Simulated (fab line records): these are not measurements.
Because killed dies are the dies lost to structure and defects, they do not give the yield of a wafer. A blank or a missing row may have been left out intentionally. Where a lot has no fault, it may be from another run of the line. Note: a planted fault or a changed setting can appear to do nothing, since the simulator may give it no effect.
Which tool is to blame? ; flow rit_cmos ; 42 wafers from 14 lots sampled at 2 of the route's 202 steps

## WHAT THE GAUGES SHOWED, per wafer
The record holds no reading of a measuring or inspecting step that can be judged against a usual standard deviation.

## TOOL THAT RAN EACH LOT (tool first, then ch and the chambers of the sampled wafers, then the start)
lot;RIT_PRETRO_STRIP_09;RIT_M1_PROBE_99
L614;plasma_asher-02 ch 0,1, day 2 09:20;-
L615;plasma_asher-02 ch 0,1, day 2 13:39;-
L617;plasma_asher-04 ch 0,1, day 3 01:13;-
L618;plasma_asher-03 ch 0,1, day 3 08:36;-
L619;plasma_asher-02 ch 0,1, day 3 11:20;-
L620;plasma_asher-02 ch 0,1, day 3 15:08;-
L621;plasma_asher-02 ch 0,1, day 3 21:04;-
L622;plasma_asher-03 ch 0,1, day 4 01:49;prober-01, day 5 03:53
L623;plasma_asher-04 ch 0,1, day 4 04:54;prober-02, day 5 07:58
L628;plasma_asher-02 ch 0,1, day 5 07:50;prober-01, day 6 08:52
L632;plasma_asher-04 ch 0,1, day 6 03:45;prober-01, day 7 11:34
L633;plasma_asher-03 ch 0,1, day 6 07:41;prober-02, day 7 16:05
L636;plasma_asher-04 ch 0,1, day 7 02:34;prober-02, day 8 05:17
L637;plasma_asher-03 ch 0,1, day 7 09:06;-
- RIT_PRETRO_STRIP_09: strips in O2, time 180 s.
- RIT_M1_PROBE_99

## WHAT THE TOOLS THEMSELVES READ (means of the sampled wafers that have a number; where no wafer has one, the mark that the record gives instead)
RIT_PRETRO_STRIP_09. Usual: chamber_pressure_mTorr 4000 mTorr, standard deviation 3.4; drypump_motor_current_A 5.8 A, standard deviation 0.62; rf_refl_power_W 5.2 W, standard deviation 0.67.
lot;tool;chamber_pressure_mTorr (mTorr);drypump_motor_current_A (A);rf_refl_power_W (W);flag
L614;plasma_asher-02;3999;5.2;4.6;
L615;plasma_asher-02;4001;5.6;4.7;
L617;plasma_asher-04;3997;6.0;6.1;
L618;plasma_asher-03;3999;6.3;5.3;
L619;plasma_asher-02;3995;5.2;4.8;
L620;plasma_asher-02;3996;5.2;4.7;
L621;plasma_asher-02;3999;5.2;4.8;
L622;plasma_asher-03;-;-;-;OFF
L623;plasma_asher-04;-;-;-;OFF
L628;plasma_asher-02;4000;5.5;4.8;
L632;plasma_asher-04;4001;5.6;5.3;
L633;plasma_asher-03;3998;6.5;5.7;
L636;plasma_asher-04;4001;6.0;6.0;
L637;plasma_asher-03;4000;6.4;5.5;

RIT_M1_PROBE_99. Usual: killed_at_contacts 0.1, standard deviation 0.3; killed_at_front_end 7, standard deviation 3.4; killed_dies 7, standard deviation 3.4; killed_on_rim 1.9, standard deviation 1.4; killed_open 3.6, standard deviation 2.1; killed_short 3.5, standard deviation 2.1.
lot;tool;killed_at_contacts;killed_at_front_end;killed_dies;killed_on_rim;killed_open;killed_short;flag
L622;prober-01;0.0;264;264;70.0;5.0;3.3;OFF
L623;prober-02;0.3;264;264;70.0;2.0;2.3;OFF
L628;prober-01;0.3;15;15;4.3;7.0;8.0;
L632;prober-01;0.0;3;3;1.3;1.7;1.0;
L633;prober-02;0.3;9;9;2.3;4.3;4.7;
L636;prober-02;0.3;7;8;2.7;4.3;3.3;

## THE ANSWER, worked out from the rows above alone
Rule: a lot is off if the mean of its wafers that have a number lies more than 3 standard deviations from the usual mean. Also off: a lot with no number at a reading for which 4 or more lots have one. Any other lot the step has rows for is counted as sound. After the gauges, taken in route order, come the tools' own readings; for these a lot's mean is taken, as printed above. The first step at which some lot is off is used, and at that step the reading that is off furthest; a lot without a number counts as furthest.
Off, at RIT_PRETRO_STRIP_09 on chamber_pressure_mTorr: L622, L623. Without a number there: L622, L623.
A tool fits if, at that step or a process step before it, it ran every lot that is off, and no sound lot after the first of them. Not one of the candidates tried fits.

## WHAT THE SIMULATOR PUT IN
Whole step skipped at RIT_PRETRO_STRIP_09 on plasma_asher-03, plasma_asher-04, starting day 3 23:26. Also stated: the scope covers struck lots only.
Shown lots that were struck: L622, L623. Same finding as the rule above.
